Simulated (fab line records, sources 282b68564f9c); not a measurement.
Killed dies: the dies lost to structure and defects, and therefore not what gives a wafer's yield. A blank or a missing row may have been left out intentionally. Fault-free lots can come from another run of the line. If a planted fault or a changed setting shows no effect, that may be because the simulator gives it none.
Which tool is to blame? | flow rit cmos | 14 lots, 42 wafers sampled, at 2 steps of a route of 202

WHAT EACH GAUGE READ, for each wafer
The record holds no reading of a measuring or inspecting step that can be judged against a usual standard deviation.

EACH LOT AND THE TOOL THAT RAN IT (in order: tool; ch and the chambers of the sampled wafers; start)
lot  | RIT_M1_METAL_ETCH_12             | RIT_M1_PROBE_99
L214 | rie metal-04 ch 0,1, day 3 12:52 | prober-02, day 3 15:23
L215 | rie metal-03 ch 0,1, day 3 16:39 | prober-01, day 3 18:54
L216 | rie metal-01 ch 0,1, day 3 21:59 | prober-02, day 4 00:17
L217 | rie metal-04 ch 0,1, day 4 01:40 | prober-01, day 4 03:58
L222 | rie metal-01 ch 0,1, day 5 04:55 | prober-02, day 5 07:13
L223 | rie metal-04 ch 1, day 5 11:41   | prober-01, day 5 14:05
L224 | rie metal-03 ch 1, day 5 14:08   | prober-02, day 5 16:33
L225 | rie metal-01 ch 0,1, day 5 18:20 | prober-01, day 5 20:39
L226 | rie metal-04 ch 1, day 5 23:25   | prober-02, day 6 01:50
L227 | rie metal-03 ch 1, day 6 02:16   | prober-01, day 6 04:40
L231 | rie metal-01 ch 0,1, day 6 22:47 | prober-01, day 7 01:07
L233 | rie metal-03 ch 0,1, day 7 07:29 | prober-01, day 7 09:48
L234 | rie metal-01 ch 0,1, day 7 12:18 | prober-02, day 7 14:33
L236 | rie metal-03 ch 0,1, day 8 01:33 | prober-02, day 8 03:52
- RIT_M1_METAL_ETCH_12: etches Al in Cl2/BCl3, stops on SiO2, time 165 s, target depth 600 nm.
- RIT_M1_PROBE_99

AS READ BY THE TOOLS THEMSELVES (means over the sampled wafers that have a number; for cases with no such wafer, the mark the record gives instead)
RIT_M1_METAL_ETCH_12.
lot  | tool         | chamber pressure mTorr (mTorr) | drypump motor current A (A) | oes product au (a.u.) | throttle valve pct (%)
L214 | rie metal-04 | 100.01                         | 5.6                         | 0.768                 | 8.44
L215 | rie metal-03 | 99.95                          | 6.0                         | 0.783                 | 8.15
L216 | rie metal-01 | 100.00                         | 5.3                         | 0.784                 | 8.24
L217 | rie metal-04 | 99.92                          | 5.7                         | 0.778                 | 8.36
L222 | rie metal-01 | 100.08                         | 5.3                         | 0.781                 | 8.23
L223 | rie metal-04 | 100.09                         | 5.9                         | 0.783                 | 8.29
L224 | rie metal-03 | 100.04                         | 6.4                         | 0.796                 | 8.24
L225 | rie metal-01 | 100.00                         | 5.3                         | 0.783                 | 8.24
L226 | rie metal-04 | 100.04                         | 5.9                         | 0.774                 | 8.28
L227 | rie metal-03 | 100.03                         | 6.3                         | 0.790                 | 8.25
L231 | rie metal-01 | 119.93                         | 5.3                         | 0.773                 | 8.22
L233 | rie metal-03 | 99.98                          | 6.1                         | 0.790                 | 8.20
L234 | rie metal-01 | 120.07                         | 5.1                         | 0.784                 | 8.21
L236 | rie metal-03 | 99.96                          | 6.2                         | 0.784                 | 8.20

RIT_M1_PROBE_99.
lot  | tool      | defect limited yield (%) | killed at contacts | killed at front end | killed dies | killed open | killed short | sort_bin_3_pad_short (%) | sort_bin_5_function (%) | sort_bin_6_memory (%) | sort n pass | sort yield pct (%)
L214 | prober-02 | 97.0                     | 0.0                | 8.0                 | 8.0         | 4.0         | 4.0          | 0.0                      | 1.9                     | 1.1                   | 256.0       | 97.0
L215 | prober-01 | 96.9                     | 0.0                | 8.3                 | 8.3         | 3.0         | 5.3          | 0.3                      | 1.4                     | 1.5                   | 255.7       | 96.9
L216 | prober-02 | 97.4                     | 0.3                | 6.3                 | 6.7         | 4.3         | 2.3          | 0.0                      | 1.6                     | 0.9                   | 257.3       | 97.4
L217 | prober-01 | 96.2                     | 0.0                | 10.0                | 10.0        | 6.7         | 3.3          | 0.0                      | 2.0                     | 1.8                   | 254.0       | 96.2
L222 | prober-02 | 98.1                     | 0.0                | 5.0                 | 5.0         | 3.0         | 2.0          | 0.0                      | 0.9                     | 1.0                   | 259.0       | 98.1
L223 | prober-01 | 97.1                     | 0.0                | 7.7                 | 7.7         | 3.0         | 4.7          | 0.3                      | 1.8                     | 0.9                   | 256.3       | 97.1
L224 | prober-02 | 98.5                     | 0.0                | 4.0                 | 4.0         | 2.3         | 1.7          | 0.0                      | 1.0                     | 0.5                   | 260.0       | 98.5
L225 | prober-01 | 96.7                     | 0.0                | 8.7                 | 8.7         | 4.3         | 4.3          | 0.1                      | 1.9                     | 1.3                   | 255.3       | 96.7
L226 | prober-02 | 97.7                     | 0.0                | 6.0                 | 6.0         | 3.0         | 3.0          | 0.0                      | 1.2                     | 1.0                   | 258.0       | 97.7
L227 | prober-01 | 97.7                     | 0.0                | 6.0                 | 6.0         | 3.7         | 2.3          | 0.3                      | 1.8                     | 0.3                   | 258.0       | 97.7
L231 | prober-01 | 97.4                     | 0.0                | 7.0                 | 7.0         | 2.7         | 4.3          | 0.4                      | 1.3                     | 1.0                   | 257.0       | 97.4
L233 | prober-01 | 96.8                     | 0.0                | 8.3                 | 8.3         | 4.0         | 4.0          | 0.3                      | 2.1                     | 0.8                   | 255.7       | 96.8
L234 | prober-02 | 96.0                     | 0.0                | 10.7                | 10.7        | 7.0         | 3.7          | 0.1                      | 2.8                     | 1.1                   | 253.3       | 96.0
L236 | prober-02 | 98.2                     | 0.0                | 4.7                 | 4.7         | 2.7         | 2.0          | 0.0                      | 1.4                     | 0.4                   | 259.3       | 98.2

THE ANSWER, worked out from the rows above alone
Rule: what is usual is taken from the lots themselves. The widest of any qualifying gaps counts: lots, ordered by their means at a reading, are off when they make up no more than a third of the lots, leave a main group of 4 or more, and stand apart from it by 3 or more times the standard deviation of that group's means. A main group is skipped when, at the precision printed for the reading in the tables above, its means are all equal. A lot without any number at a reading at which 4 lots or more have one is off too. Any other lot the step has rows for is counted as sound. First the gauges in route order, then the tools' own readings, where a lot's mean is used as printed above. At the first step where some lot is off, the reading lying furthest off is the one used; lots without a number count as furthest.
Off at RIT_M1_METAL_ETCH_12 (chamber pressure mTorr): L231, L234. The main group has a mean of 100.01 mTorr with a standard deviation of 0.049.
A tool fits if, at that step or a process step before it, it ran every lot that is off, and no sound lot after the first of them. One candidate fits, namely rie metal-01 at RIT_M1_METAL_ETCH_12. A fault onset in the window from L225 (day 5 18:20, its last sound lot) to L231 (day 6 22:47, its first lot off) fits.
On the lots that are off, the tool's own readings at RIT_M1_METAL_ETCH_12 differ by more than 5 times the standard deviation of the sound lots' means, which bears it out; chamber pressure mTorr reads 120.00 mTorr there versus 100.01 mTorr on the sound lots.

WHAT WAS PUT IN BY THE SIMULATOR
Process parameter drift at RIT_M1_METAL_ETCH_12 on rie metal-01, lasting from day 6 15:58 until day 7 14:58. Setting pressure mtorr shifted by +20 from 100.
Lots struck among those shown: L231, L234. This agrees with what the rule above found.
